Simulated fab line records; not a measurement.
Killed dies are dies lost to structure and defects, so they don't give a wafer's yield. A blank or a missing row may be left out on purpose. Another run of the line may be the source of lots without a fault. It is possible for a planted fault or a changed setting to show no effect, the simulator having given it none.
Split-lot study	flow berkeley_cmos170	23 wafers read from 5 lots, route of 331 steps

## ABOUT THE SPLIT
At UCB170_PWELL_OXIDATION_02 (target thk 26.4 nm, ox time 1260 s), the setting ox_time_s was moved away from the recipe's 1260 s on 15 of the 23 wafers read, by -4.9% to +10.4%. All remaining wafers had this setting at the recipe value.

The split's own step is where the reading is taken.

## THE READING
SiO2_of_PWELL_OXIDATION_02.thk_nm (the simulator's own value, which no gauge read), in nm, at UCB170_PWELL_OXIDATION_02 (target thk 26.4 nm, ox time 1260 s). The file gives no usual value for it. Here, 8 wafers ran the recipe; their average is 26.61 nm with a standard deviation of 0.52 nm.

wafer	tool, chamber at the split	ox_time_s as run, s	against the recipe	SiO2_of_PWELL_OXIDATION_02.thk_nm, nm	against lot-mates on the recipe
L074.1	-, -	1325	+5.2%	26.53	no lot-mate on the recipe
L074.2	-, -	1325	+5.2%	26.56	no lot-mate on the recipe
L074.3	-, -	1325	+5.2%	26.96	no lot-mate on the recipe
L074.4	-, -	1325	+5.2%	26.33	no lot-mate on the recipe
L074.6	-, -	1325	+5.2%	26.76	no lot-mate on the recipe
L076.1	-, -	1198	-4.9%	24.87	no lot-mate on the recipe
L076.2	-, -	1198	-4.9%	24.53	no lot-mate on the recipe
L076.3	-, -	1198	-4.9%	24.41	no lot-mate on the recipe
L076.4	-, -	1198	-4.9%	24.61	no lot-mate on the recipe
L076.6	-, -	1198	-4.9%	24.6	no lot-mate on the recipe
L079.1	-, -	1391	+10.4%	28.65	no lot-mate on the recipe
L079.3	-, -	1391	+10.4%	28.73	no lot-mate on the recipe
L079.4	-, -	1391	+10.4%	28.51	no lot-mate on the recipe
L079.5	-, -	1391	+10.4%	28.71	no lot-mate on the recipe
L079.6	-, -	1391	+10.4%	28.79	no lot-mate on the recipe
L080.1	-, -	1260	recipe	27.05	-
L080.4	-, -	1260	recipe	27.05	-
L080.3	-, -	1260	recipe	26.94	-
L080.5	-, -	1260	recipe	27.07	-
L080.6	-, -	1260	recipe	26.85	-
L082.1	furnace-01, 0	1260	recipe	26.21	-
L082.3	furnace-01, 0	1260	recipe	25.68	-
L082.4	furnace-01, 0	1260	recipe	26.01	-

THE FIT
A straight line over all 23 wafers: SiO2_of_PWELL_OXIDATION_02.thk_nm changes by +0.233 nm for each +1% of ox_time_s; r = +0.91; the points scatter about the line by 0.6 nm.
Too few moved wafers have a lot-mate on the recipe to fit a line with each lot's own level taken away.

## THE FILE'S OWN FIT
SiO2_of_PWELL_OXIDATION_02.thk_nm changes by +0.233 nm for each +1% of ox_time_s, r = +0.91.
